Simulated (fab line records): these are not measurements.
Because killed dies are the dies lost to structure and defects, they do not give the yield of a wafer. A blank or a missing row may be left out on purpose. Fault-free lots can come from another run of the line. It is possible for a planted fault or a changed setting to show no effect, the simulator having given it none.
fab line records	flow ritCmos
record lots=6	wafers=18	lastDay=7
route steps=202 shown GATE@83 M1@202
lots untouched by any fault: they come from a run of this same line in which no faults occurred
startH: hours from the record's first day to the start of the lot's first wafer shown	waitH: hours from the lot's prior step to this one	" as in the row above	L1.1+2: one row covering several wafers at once	- no value present, or no start provided	* or withheld: withheld	< > ~ a bound
route shown NAME@n: NAME is a module with steps in the file, n the number in the route of the first one	usual: mean and standard deviation over wafers with no fault	same: alike in all rows	chamber/n: place in a boat	sites: per-site readings	_std_site: standard deviation of those values	_edge_site: inner sites' mean taken away from outer sites' mean	radiusMm: how far each site lies from the wafer's centre	mask NAME#n: copy n	behind: the most recent tool/chamber to have shaped the wafer	hold: cause of the lot's hold/its duration in hours/its outcome	device: names the non-switching transistor (n, p or np)	end of line: at the end of the route, the tests of the same wafers	for a step that has no rows: nothing shown but its recipe	killed: dies lost to structure and defects at the first sort, not the wafer's yield	map: a wafer's dies, x killed, . not, _ none there
set.NAME: the setting that was run; set.NAME@STEP: the one run at that earlier step	model.NAME: the simulator's own value behind a step, which no gauge read
lots at some steps of the route; a table a step, a row a wafer
services: when a tool's chamber went out of use (startH, in hours from the record's first day, below 0 if earlier), for how many hours, and the reason
## steps
# step RIT_GATE_THK_MEAS_07
# recipe reads=SiO2_of_GATE_OXIDATION_05
# usual GATE_OXIDE_THK=3.00/0.068
lot.wafer	tool	chamber	startH	waitH	GATE_OXIDE_THK[nm]
L918.2	filmMetro-03	-	40.57	0.0	2.97
L918.4	"	-	"	"	3.01
L918.5	"	-	"	"	2.93
L923.1	filmMetro-03	-	72.59	0.0	2.99
L923.2	"	-	"	"	3.12
L923.5	"	-	"	"	3.10
L931.1	filmMetro-03	-	107.53	0.0	2.97
L931.4	"	-	"	"	2.98
L931.6	"	-	"	"	2.99
L932.2	filmMetro-04	-	109.16	0.0	3.05
L932.4	"	-	"	"	2.97
L932.6	"	-	"	"	3.03
L934.1	filmMetro-04	-	117.73	0.0	2.96
L934.2	"	-	"	"	2.95
L934.3	"	-	"	"	2.91
L941.1	filmMetro-02	-	155.81	0.0	2.96
L941.4	"	-	"	"	2.93
L941.5	"	-	"	"	2.94
# step RIT_GATE_CVD_08
# recipe material=poly-Si	targetThkNm=250	tempC=610	precursor=SiH4	timeS=2220	pressureMtorr=300	sih4FlowSccm=100
# step RIT_GATE_THK_MEAS_09
# recipe reads=poly-Si_of_GATE_CVD_08
# usual GATE_POLY_THK=249.1/2.2
lot.wafer	tool	chamber	startH	waitH	GATE_POLY_THK[nm]
L918.2	filmMetro-02	-	43.05	0.0	249.4
L918.4	"	-	"	"	248.8
L918.5	"	-	"	"	249.3
L923.1	filmMetro-02	-	74.27	0.0	250.0
L923.2	"	-	"	"	252.5
L923.5	"	-	"	"	251.6
L931.1	filmMetro-03	-	109.20	0.0	246.2
L931.4	"	-	"	"	249.3
L931.6	"	-	"	"	249.3
L932.2	filmMetro-04	-	110.83	0.0	244.6
L932.4	"	-	"	"	245.2
L932.6	"	-	"	"	245.0
L934.1	filmMetro-03	-	119.40	0.0	249.0
L934.2	"	-	"	"	247.4
L934.3	"	-	"	"	248.8
L941.1	filmMetro-04	-	157.49	0.0	249.5
L941.4	"	-	"	"	248.7
L941.5	"	-	"	"	249.8
# step RIT_GATE_HMDS_10
# recipe primeTimeS=60	primeTempC=140
# step RIT_GATE_COAT_11
# recipe resist=NOVOLAK	spinRpm=4250	resistThkNm=850
# step RIT_GATE_SOFTBAKE_12
# recipe resist=NOVOLAK	tempC=90	timeS=60
# step RIT_GATE_EXPOSE_13
# recipe maskId=M6	na=0.6	sourceShape=conventional	sigmaOuter=0.6	targetCdNm=150	doseMj=380
# step RIT_GATE_PEB_14
# recipe resist=NOVOLAK	tempC=withheld	timeS=withheld
# step RIT_GATE_DEVELOP_15
# recipe resist=NOVOLAK	developTimeS=50	devTempC=23
# step RIT_GATE_CD_MEAS_16
# recipe targetCdNm=150
# usual cdNm=150.0/2.2
lot.wafer	tool	chamber	startH	waitH	cdNm
L918.2	cdSem-01	-	43.97	-	146.5
L918.4	"	-	"	"	148.9
L918.5	"	-	"	"	146.6
L923.1	cdSem-01	-	75.18	-	149.8
L923.2	"	-	"	"	151.4
L923.5	"	-	"	"	150.6
L931.1	cdSem-02	-	110.24	-	148.8
L931.4	"	-	"	"	148.1
L931.6	"	-	"	"	149.5
L932.2	cdSem-02	-	111.88	-	147.8
L932.4	"	-	"	"	149.7
L932.6	"	-	"	"	147.7
L934.1	cdSem-02	-	120.31	-	153.6
L934.2	"	-	"	"	150.7
L934.3	"	-	"	"	151.4
L941.1	cdSem-01	-	158.40	-	153.7
L941.4	"	-	"	"	152.6
L941.5	"	-	"	"	151.8
# step RIT_GATE_OVL_MEAS_17
# usual GATE_OVL=-0.7/1.4
lot.wafer	tool	chamber	startH	waitH	GATE_OVL[nm]
L918.2	overlay-02	-	44.08	0.1	0.4
L918.4	"	-	"	"	0.6
L918.5	"	-	"	"	-0.1
L923.1	overlay-01	-	75.30	0.1	-2.7
L923.2	"	-	"	"	-2.5
L923.5	"	-	"	"	-0.8
L931.1	overlay-02	-	110.36	0.1	-1.7
L931.4	"	-	"	"	1.6
L931.6	"	-	"	"	-0.2
L932.2	overlay-01	-	111.99	0.1	-0.9
L932.4	"	-	"	"	-1.5
L932.6	"	-	"	"	-3.3
L934.1	overlay-01	-	120.43	0.1	-3.9
L934.2	"	-	"	"	-0.4
L934.3	"	-	"	"	-1.4
L941.1	overlay-02	-	158.52	0.1	0.8
L941.4	"	-	"	"	1.6
L941.5	"	-	"	"	0.1
# step RIT_GATE_HARDBAKE_18
# recipe resist=NOVOLAK	tempC=140	timeS=60
# step RIT_GATE_ETCH_19
# recipe chemistry=SF6/CHF3/O2	timeS=165	SF6_flow_sccm=30	CHF3_flow_sccm=30	O2_flow_sccm=5	target=poly-Si	pressureMtorr=40	rfW=160	targetDepthA=3125	overEtchFrac=0.25	stopOn=SiO2
# usual drypumpMotorCurrentA=5.6/0.34	oesProductAu=0.847/0.013	runLengthS=193.1/0.4	throttleValvePct=10.26/0.16
lot.wafer	tool	chamber	startH	waitH	drypumpMotorCurrentA	oesProductAu	rfHoursCounterH	runLengthS	throttleValvePct	model.NOVOLAK_of_GATE_COAT_11.thkNm
L918.2	rieSi-01	2	44.26	0.1	5.8	0.861	103	193.5	10.29	666.4
L918.4	"	1	"	"	5.6	0.866	20	193.1	10.31	667.8
L918.5	"	2	"	"	5.8	0.855	-	193.7	10.31	666.4
L923.1	rieSi-02	2	75.48	0.1	6.0	0.843	36	193.4	10.27	666.2
L923.2	"	0	"	"	5.0	0.862	44	193.2	10.44	668.8
L923.5	"	0	"	"	5.0	0.862	-	192.8	10.42	668.8
L931.1	rieSi-02	1	110.55	0.1	5.2	0.828	7	193.1	10.21	673.4
L931.4	"	2	"	"	6.0	0.837	36	193.1	10.27	670.9
L931.6	"	1	"	"	5.2	0.837	-	193.1	10.20	670.5
L932.2	rieSi-01	1	112.26	0.1	5.6	0.714	21	239.1	10.30	646.8
L932.4	"	3	"	"	5.4	0.704	47	240.1	10.09	646.2
L932.6	"	1	"	"	5.6	0.721	-	239.1	10.31	647.1
L934.1	rieSi-01	1	120.62	0.1	5.6	0.722	21	238.9	10.31	648
L934.2	"	2	"	"	5.8	0.733	104	239.9	10.30	645.1
L934.3	"	3	"	"	5.4	0.709	48	239.9	10.10	644.9
L941.1	rieSi-02	1	158.71	0.1	5.2	0.849	8	193.3	10.22	668.4
L941.4	"	2	"	"	5.9	0.834	37	192.9	10.28	666.6
L941.5	"	2	"	"	6.0	0.835	-	193.4	10.27	666.9
# step RIT_GATE_STRIP_20
# recipe chemistry=O2	timeS=180	resist=NOVOLAK	platenTempC=withheld	powerW=500	pressureMtorr=4000	o2FlowSccm=4000
# usual drypumpMotorCurrentA=5.73/0.28
lot.wafer	tool	chamber	startH	waitH	drypumpMotorCurrentA	rfHoursCounterH
L918.2	plasmaAsher-03	1	44.37	0.1	5.73	39
L918.4	"	0	"	"	5.40	-
L918.5	"	0	"	"	5.41	-
L923.1	plasmaAsher-01	1	75.59	0.1	6.08	40
L923.2	"	0	"	"	5.73	40
L923.5	"	0	"	"	5.72	-
L931.1	plasmaAsher-04	1	110.66	0.1	5.76	48
L931.4	"	0	"	"	5.21	-
L931.6	"	1	"	"	5.81	-
L932.2	plasmaAsher-01	0	112.37	0.1	5.72	45
L932.4	"	0	"	"	5.74	-
L932.6	"	0	"	"	5.70	-
L934.1	plasmaAsher-04	0	120.73	0.1	5.25	49
L934.2	"	1	"	"	5.77	49
L934.3	"	1	"	"	5.78	-
L941.1	plasmaAsher-01	1	158.81	0.1	6.08	51
L941.4	"	1	"	"	6.08	-
L941.5	"	0	"	"	5.72	-
# step RIT_M1_PROBE_99
# usual killedAtFrontEnd=6.9/2.9	killedDies=7.1/2.9	killedOpen=3.3/1.8	killedShort=3.6/2.2
# same grossDies=264	killed_at_M0_to_M3=0	killed_at_M4_up=0	killedAtBackSide=0	killedAtContacts=0	killedAtOther=0
lot.wafer	tool	chamber	startH	waitH	killedAtFrontEnd	killedDies	killedOpen	killedShort	model.etest.pmosTurned.rOnOhmUm	model.etest.pmos_0p3.rOnOhmUm	model.etest.pmos_0p15.rOnOhmUm	model.etest.pmos_0p15.driveUaUm	model.etest.pmosTurned.driveUaUm	model.etest.nmosTurned.driveUaUm	model.etest.nmos_0p15.driveUaUm	model.etest.pwellPinched.rsOhmSq
L918.2	prober-01	-	65.35	0.1	6	6	3	3	3467	6318	2752	258.6	185.7	328.4	489.8	456.6
L918.4	prober-01	-	65.45	0.2	9	9	4	5	3559	6444	2822	251	181	324.8	475.5	453.6
L918.5	prober-01	-	65.50	0.2	6	6	1	5	3452	6277	2740	263.6	190.6	335.1	497.8	463.7
L923.1	prober-02	-	98.65	0.1	5	5	2	3	3612	6422	2866	244.6	175.2	311.1	463.2	458.5
L923.2	prober-02	-	98.70	0.1	8	8	3	5	3856	6752	3026	228.3	161.9	290.9	438.7	464.1
L923.5	prober-02	-	98.85	0.2	2	2	1	1	3641	6638	2927	237.9	177.5	318.6	451.5	465
L931.1	prober-02	-	131.97	0.1	9	9	5	4	3291	6214	2686	265.9	201.7	346.2	476.5	462.5
L931.4	prober-02	-	132.12	0.2	9	9	6	3	3317	6200	2695	261.9	199.3	336.4	475.1	460.4
L931.6	prober-02	-	132.22	0.2	10	10	4	6	3342	6221	2705	260.8	198.3	337.7	469.5	465.7
L932.2	prober-01	-	133.52	0.1	8	8	2	6	2924	5923	2408	306.9	237.7	383	511.6	477.4
L932.4	prober-01	-	133.62	0.2	4	4	3	1	3024	5941	2481	299.2	229.8	368.7	504.5	479.9
L932.6	prober-01	-	133.72	0.2	7	7	3	4	2959	5956	2431	305.9	237.1	376.5	514.6	483
L934.1	prober-01	-	142.69	0.1	3	3	2	1	3046	5907	2509	292.4	226.7	360.8	489.1	484.1
L934.2	prober-01	-	142.74	0.1	8	8	5	3	3001	5906	2464	293.5	225.3	359	493	476.1
L934.3	prober-01	-	142.79	0.2	6	6	3	3	3056	5942	2518	290.4	225	358.7	487.8	472.9
L941.1	prober-02	-	179.76	0.1	9	9	7	2	3323	6196	2727	261.3	203.8	332.7	462.3	455.3
L941.4	prober-02	-	179.91	0.2	5	5	4	1	3302	6128	2719	263.3	201.4	324.4	467	456.2
L941.5	prober-02	-	179.96	0.2	9	9	3	6	3293	6150	2674	267.7	204.1	330.9	467	462.3
# killed by level:class
L918.2 REOX:geometricParticle:short=2 SILICIDE:geometricParticle:open=2 GATE:geometricParticle:open=1 GATE:geometricParticle:short=1
L918.4 GATE:geometricParticle:short=2 REOX:geometricParticle:open=2 SPACER:geometricParticle:short=2 FOX2:geometricParticle:open=1 GATE:geometricParticle:open=1 REOX:geometricParticle:short=1
L918.5 REOX:geometricParticle:short=3 FOX2:geometricParticle:short=1 REOX:geometricParticle:open=1 SPACER:geometricParticle:short=1
L923.1 GATE:geometricParticle:open=2 GATE:geometricParticle:short=2 FOX1:geometricParticle:short=1
L923.2 GATE:geometricParticle:short=3 GATE:geometricParticle:open=2 FOX1:geometricParticle:short=1 FOX2:geometricParticle:short=1 FOX2:geometricParticle:open=1
L923.5 GATE:geometricParticle:open=1 GATE:geometricParticle:short=1
L931.1 SPACER:geometricParticle:open=3 FOX1:geometricParticle:short=2 FOX1:geometricParticle:open=1 GATE:geometricParticle:open=1 GATE:geometricParticle:short=1 SPACER:geometricParticle:short=1
L931.4 GATE:geometricParticle:open=2 SILICIDE:geometricParticle:open=2 FOX1:geometricParticle:open=1 GATE:geometricParticle:short=1 SPACER:geometricParticle:open=1 SPACER:geometricParticle:short=1 SILICIDE:geometricParticle:short=1
L931.6 FOX1:geometricParticle:open=3 GATE:geometricParticle:short=2 SPACER:geometricParticle:short=2 FOX1:geometricParticle:short=1 SPACER:geometricParticle:open=1 SILICIDE:geometricParticle:short=1
L932.2 GATE:geometricParticle:short=4 FOX2:geometricParticle:short=1 FOX2:geometricParticle:open=1 GATE:geometricParticle:open=1 SPACER:geometricParticle:short=1
L932.4 GATE:geometricParticle:open=1 GATE:geometricParticle:short=1 REOX:geometricParticle:open=1 SILICIDE:geometricParticle:open=1
L932.6 FOX1:geometricParticle:open=2 FOX2:geometricParticle:short=1 GATE:geometricParticle:short=1 SPACER:geometricParticle:short=1 SPACER:geometricParticle:open=1 SILICIDE:geometricParticle:short=1
L934.1 FOX1:geometricParticle:short=1 FOX1:geometricParticle:open=1 SILICIDE:geometricParticle:open=1
L934.2 GATE:geometricParticle:open=4 SPACER:geometricParticle:short=2 REOX:geometricParticle:open=1 SILICIDE:geometricParticle:short=1
L934.3 GATE:geometricParticle:short=2 FOX1:geometricParticle:open=1 GATE:geometricParticle:open=1 REOX:geometricParticle:short=1 SPACER:geometricParticle:open=1
L941.1 FOX1:geometricParticle:open=2 GATE:geometricParticle:open=2 REOX:geometricParticle:open=2 FOX1:geometricParticle:short=1 FOX2:geometricParticle:open=1 SPACER:geometricParticle:short=1
L941.4 GATE:geometricParticle:open=4 GATE:geometricParticle:short=1
L941.5 GATE:geometricParticle:short=4 REOX:geometricParticle:short=2 REOX:geometricParticle:open=2 GATE:geometricParticle:open=1
## services
tool	chamber	startH	hours	kind
plasmaAsher-01	-	31.07	15.6	pm
rieSi-01	0	59.94	-	clean
rieSi-01	0	59.94	16.2	scheduledDown
rieSi-01	0	59.94	16.2	ventCycle
plasmaAsher-04	-	94.35	2.1	repair
rieSi-01	3	100.28	9.3	repair
plasmaAsher-04	-	100.74	0.8	repair
plasmaAsher-03	-	108.75	9.0	pm
plasmaAsher-03	0	108.75	9.0	ventCycle
plasmaAsher-03	1	108.75	9.0	ventCycle
plasmaAsher-03	0	117.75	-	clean
plasmaAsher-03	1	117.75	-	clean
## key
firstSign step=RIT_GATE_ETCH_19	reading=runLengthS	direction=up	sigmas=99+	usual=*	struck=*
effect step=RIT_GATE_ETCH_19	reading=oesProductAu	direction=down	sigmas=10	usual=0.847	struck=0.717
modelEffect step=RIT_GATE_ETCH_19	value=NOVOLAK_of_GATE_COAT_11.thkNm	without=669.4	struck=646.3
modelEffect step=RIT_M1_PROBE_99	value=etest.pmosTurned.rOnOhmUm	without=3275	struck=3002
metAt RIT_GATE_ETCH_19
struckWafers L932.2,L932.4,L932.6,L934.1,L934.2,L934.3
testerLeftOut L932,L934
onsetBetween 44.26 112.26
fault kind=processParameterDrift	tool=rieSi-01	chamber=-	onsetH=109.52	steps=RIT_GATE_ETCH_19	channel=timeS	offset=*	shape=step	endH=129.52	stated=*
# testerLeftOut: of these lots the tester's yield and bins aren't shown, on N5 and GAA mostly nor the transistor test; their killed dies are dies lost to structure and defects alone, not to doping, threshold or leakage, so they don't give the yield
